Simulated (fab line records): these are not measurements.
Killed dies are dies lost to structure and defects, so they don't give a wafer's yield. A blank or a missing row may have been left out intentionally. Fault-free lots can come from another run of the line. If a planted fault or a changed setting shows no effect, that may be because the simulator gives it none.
Split-lot study	flow berkeley-cmos170	23 wafers read from 5 lots, route of 331 steps

THE SPLIT ITSELF
At UCB170_PWELL_IMPLANT_15, the setting energy-kev was moved away from the recipe's 60 on 5 of the 23 wafers read, by -2.1% to +4.3%. This setting was run at the recipe's value on the other wafers.

Reading taken at the split's own step.

THE READING
In nm, at UCB170_PWELL_IMPLANT_15: implant.drp-nm, which is the simulator's own figure and was read by no gauge. The file does not state a usual value for it.

wafer	tool, chamber at the split	energy-kev as run	against the recipe	implant.drp-nm, nm	against lot-mates on the recipe
L075.1	implanter-04, 0	60	recipe	64.7	-
L075.2	implanter-04, 0	60	recipe	64.7	-
L075.4	implanter-04, 0	60	recipe	64.7	-
L075.5	implanter-04, 0	60	recipe	64.7	-
L075.6	implanter-04, 0	60	recipe	64.7	-
L076.2	implanter-04, 0	60	recipe	64.7	-
L076.3	implanter-04, 0	60	recipe	64.7	-
L076.4	implanter-04, 0	60	recipe	64.7	-
L076.5	implanter-04, 0	60	recipe	64.7	-
L076.6	implanter-04, 0	60	recipe	64.7	-
L077.1	implanter-01, 0	62.58	+4.3%	66.14	+1.44
L077.2	implanter-01, 0	62.58	+4.3%	66.14	+1.44
L077.5	implanter-01, 0	62.58	+4.3%	66.14	+1.44
L077.3	implanter-01, 0	60	recipe	64.7	-
L077.4	implanter-01, 0	60	recipe	64.7	-
L083.2	implanter-04, 0	60	recipe	64.7	-
L083.3	implanter-04, 0	60	recipe	64.7	-
L083.4	implanter-04, 0	60	recipe	64.7	-
L083.5	implanter-04, 0	58.71	-2.1%	63.95	-0.75
L083.6	implanter-04, 0	58.71	-2.1%	63.95	-0.75
L085.3	implanter-04, 0	60	recipe	64.7	-
L085.4	implanter-04, 0	60	recipe	64.7	-
L085.5	implanter-04, 0	60	recipe	64.7	-

FIT RESULTS
A straight line over all 23 wafers: implant.drp-nm changes by +0.337 nm for each +1% of energy-kev; r = +1.00; the points scatter about the line by 0.0078 nm.
The same after taking each lot's own level away (the mean of its wafers on the recipe; 23 wafers): +0.337 nm for each +1%; r = +1.00; scatter 0.0078 nm.
On that fit, the largest move of energy-kev shifts the reading by 1.5 nm.
The lots' own levels span 64.700 to 64.700 nm.
Consequently the slope shifts little with the lot-to-lot level, the two slopes agreeing.
Check: with one of the wafers moved furthest among these (+4.3%) left out of the fit, the line predicts +1.45 nm for it against its lot-mates. Against them it came out at +1.44 nm.

FURTHER SPLITS ON THESE WAFERS
Other splits were also applied to these wafers ahead of the reading. Each is held against what the fit with the lots' levels taken away leaves over:
other split on the same wafers	wafers away from the commonest value	r with implant.drp-nm (lot level and that fit taken away)
UCB170_ZERO_COAT_01 spin-rpm	7	+0.59
UCB170_NWELL_OXIDATION_01 ox-time-s	15	+0.50
UCB170_NWELL_IMPLANT_14 dose-cm2	5	+0.13
UCB170_PWELL_OXIDATION_02 temp-c	5	-0.20
UCB170_PWELL_DEVELOP_12 develop-time-s	8	-0.32

THE WHOLE CHAIN: every reading that the file lists as answering this split, in the file's order
step	what it does	reading	change (the file's fit)	r (the file's)
UCB170_PWELL_IMPLANT_15		implant.rp-nm (the simulator's own value, which no gauge read)	+2.21 nm for each +1% of the setting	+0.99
UCB170_PWELL_IMPLANT_15		implant.drp-nm (the simulator's own value, which no gauge read)	+0.338 nm for each +1% of the setting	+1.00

FILE'S OWN FIT
implant.drp-nm changes by +0.338 nm for each +1% of energy-kev, r = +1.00.
